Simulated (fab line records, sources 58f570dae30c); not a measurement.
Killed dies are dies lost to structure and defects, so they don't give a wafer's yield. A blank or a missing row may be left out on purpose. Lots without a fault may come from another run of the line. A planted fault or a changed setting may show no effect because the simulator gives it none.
Problem report in the 8D (eight disciplines) form, filled by code | flow berkeley_cmos170 | the parts of the form that need people (team, actions taken, sign-off) are left out

1. THE PROBLEM
chamber_pressure_mTorr at UCB170_M3_METAL_ETCH_18 reads a mean of 18.003 mTorr on 6 wafers of 2 lots; wafers without a fault read 11.999 mTorr with a standard deviation of 0.011. That is +99 or more standard deviations from the usual mean.
The step: etches Al in Cl2/BCl3, stops on SiO2, target depth 1170 nm, time 195 s.
First seen on wafer L476.2, day 9 11:23, on rie_metal-01. The record holds 42 wafers of 14 lots with a number at this step. Rule for "out", or "out of limits": more than 4 standard deviations from the usual mean. The other wafers with a number count as sound.

2. WHAT IT IS AND WHAT IT IS NOT
question                    | is                     | is not
which readings at this step | chamber_pressure_mTorr | drypump_motor_current_A, he_backside_leak_sccm
which lots                  | L476, L477             | L470, L471, L472, L484, L485, L486, L488, L489, L490, L491, L492, L493
which wafers of those lots  | all that have a number | -
read on which tools         | rie_metal-01           | rie_metal-02, rie_metal-03
when                        | from day 9 11:23       | up to then (9 sound wafers); but 27 sound wafers of L484, L485, L486, L488, L489, L490, L491, L492, L493 came after

3. SUSPECTS, AND WHAT RULES EACH OUT
Counting: a tool at a process step up to the reading stays a suspect if it ran every lot that is out and no sound lot after the first of them.
- rie_metal-01 at UCB170_M3_METAL_ETCH_18 (etches Al in Cl2/BCl3, stops on SiO2, target depth 1170 nm, time 195 s): ruled out as a lasting fault. Sound lots L492 ran on it after its first lot that is out, L476 (day 9 11:23).
Left after counting: nothing in the record.

4. THE CAUSE (what the simulator had put in)
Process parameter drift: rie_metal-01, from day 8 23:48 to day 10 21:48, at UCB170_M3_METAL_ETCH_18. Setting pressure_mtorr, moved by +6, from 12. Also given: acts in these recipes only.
Counting ruled it out, wrongly.

5. THE CHAIN OF EFFECTS, in route order
Each row: a reading whose mean over the struck wafers that have a number lies more than 3 standard deviations from the usual. Only readings for which the record gives a usual standard deviation are gone through. hours: the time from each lot's start at the first step in this table that gives one to its start at this step, as a median over the lots. sigmas: the change in usual standard deviations.
hours | step                    | reading                | usual        | on struck wafers | change | sigmas
0     | UCB170_M3_METAL_ETCH_18 | chamber_pressure_mTorr | 11.999 mTorr | 18.003           | +6.004 | +99 or more
0     | UCB170_M3_STRIP_19      | oes_product_au         | 0.545 a.u.   | 0.504            | -0.041 | -4.7
The process steps in it:
- UCB170_M3_METAL_ETCH_18: etches Al in Cl2/BCl3, stops on SiO2, target depth 1170 nm, time 195 s.
- UCB170_M3_STRIP_19: strips in O2.

6. WHAT WOULD HAVE CAUGHT IT SOONER
In this record the first reading out of limits was taken at day 9 11:23, 12 hours after the fault began at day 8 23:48.
